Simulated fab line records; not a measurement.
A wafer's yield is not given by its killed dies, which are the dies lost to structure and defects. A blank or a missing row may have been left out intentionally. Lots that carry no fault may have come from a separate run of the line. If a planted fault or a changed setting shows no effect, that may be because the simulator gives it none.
Chamber matching | flow rit_cmos | pecvd-03 running RIT_CONTACT_CVD_00: 3 sister chambers
The step deposits SiO2 from TEOS, target thk 400 nm, time 61 s. 3 wafers are shown with their chamber, then 7 later ones without.

## EACH WAFER AND ITS CHAMBER
wafer  | chamber | heater_power_w (W)
L638.5 | 1       | 351
L641.3 | 2       | 227
L641.4 | 0       | 345

## WAFERS MISSING THEIR CHAMBER
wafer  | heater_power_w (W)
L641.5 | 248
L647.3 | 339
L647.4 | 255
L647.6 | 315
L650.2 | 283
L650.5 | 299
L650.6 | 370

## EACH ONE'S CHAMBER
wafer  | from the rows above          | in truth
L641.5 | 2                            | 2
L647.3 | can't be placed: 0 or 1      | 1
L647.4 | can't be placed: 2 or 0      | 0
L647.6 | can't be placed: 0 or 1 or 2 | 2
L650.2 | can't be placed: 2 or 0 or 1 | 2
L650.5 | can't be placed: 0 or 1 or 2 | 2
L650.6 | can't be placed: 1 or 0      | 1
Correct placement for 1 of the 7. From these rows, 6 cannot be placed; in 6 the true chamber is one of the candidates. Placed wrongly: 0.
How it was worked out, from the rows above alone: a wafer's distance from a chamber is the root of the sum, over the readings, of the square of ((its reading less the chamber's mean) divided by the reading's scatter). If the next closest chamber is less than 2 further off than the closest, the wafer can't be placed; otherwise it belongs to the closest. Each chamber's mean is taken over the wafers shown for it. The scatter: with one shown wafer a chamber, the root of the mean of the squares of how far each hidden wafer lies from its nearest shown one.
